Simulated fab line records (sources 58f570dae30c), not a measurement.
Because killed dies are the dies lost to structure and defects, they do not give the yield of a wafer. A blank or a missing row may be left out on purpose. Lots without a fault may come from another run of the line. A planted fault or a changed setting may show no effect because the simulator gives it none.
Which tool was responsible? | flow berkeley-cmos170 | 7 lots, 21 wafers sampled, at 2 steps of a route of 331

WHAT EACH GAUGE READ, for each wafer
UCB170_NWELL_THK_MEAS_02.
lot  | measured    | on            | NWELL_OXIDE_THK (nm)
L177 | day 2 13:24 | film-metro-02 | 25.9 26.4 26.0
L179 | day 2 16:35 | film-metro-01 | 26.8 26.8 27.5
L181 | day 3 06:25 | film-metro-02 | 26.4 26.5 26.1
L187 | day 4 20:07 | film-metro-01 | 23.4 23.5 23.7
L189 | day 5 00:17 | film-metro-03 | 26.9 27.0 26.5
L192 | day 5 12:29 | film-metro-03 | 26.3 26.5 26.6
L195 | day 6 08:40 | film-metro-01 | 25.9 25.8 25.9

WHICH TOOL RAN EACH LOT (tool, then ch and the chambers of the sampled wafers, then the start)
lot  | UCB170_NWELL_OXIDATION_01
L177 | furnace-04 ch 0, day 2 12:01
L179 | furnace-03 ch 0, day 2 15:14
L181 | furnace-02 ch 0, day 3 05:02
L187 | furnace-04 ch 0, day 4 18:45
L189 | furnace-03 ch 0, day 4 22:56
L192 | furnace-03 ch 0, day 5 11:08
L195 | furnace-02 ch 0, day 6 07:19
- UCB170_NWELL_OXIDATION_01: target thk 26.4 nm, ox time 1260 s.

THE ANSWER, worked out from the rows above alone
Rule: what is usual is taken from the lots themselves. The widest of any qualifying gaps counts: lots, ordered by their means at a reading, are off when they make up no more than a third of the lots, leave a main group of 4 or more, and stand apart from it by 3 or more times the standard deviation of that group's means. A main group is skipped when, at the precision printed for the reading in the tables above, its means are all equal. Also off: a lot with no number at a reading for which 4 or more lots have one. Any other lot the step has rows for is counted as sound.
Off: at UCB170_NWELL_THK_MEAS_02 (NWELL_OXIDE_THK), L187. Main group: mean 26.4 nm, sd 0.4.
A tool fits if, at a process step before that reading, it ran every lot that is off, and no sound lot after the first of them. Gauges at UCB170_NWELL_THK_MEAS_02: tried the same way as those tools. One fits: UCB170_NWELL_OXIDATION_01 on furnace-04. Its last sound lot is L177 (day 2 12:01), its first lot that is off L187 (day 4 18:45): a fault that began between those two fits.

WHAT HAD BEEN PUT IN BY THE SIMULATOR
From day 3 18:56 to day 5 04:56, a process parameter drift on furnace-04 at UCB170_NWELL_OXIDATION_01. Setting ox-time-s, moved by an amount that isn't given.
Struck lots among those shown: L187. The rule above found the same.
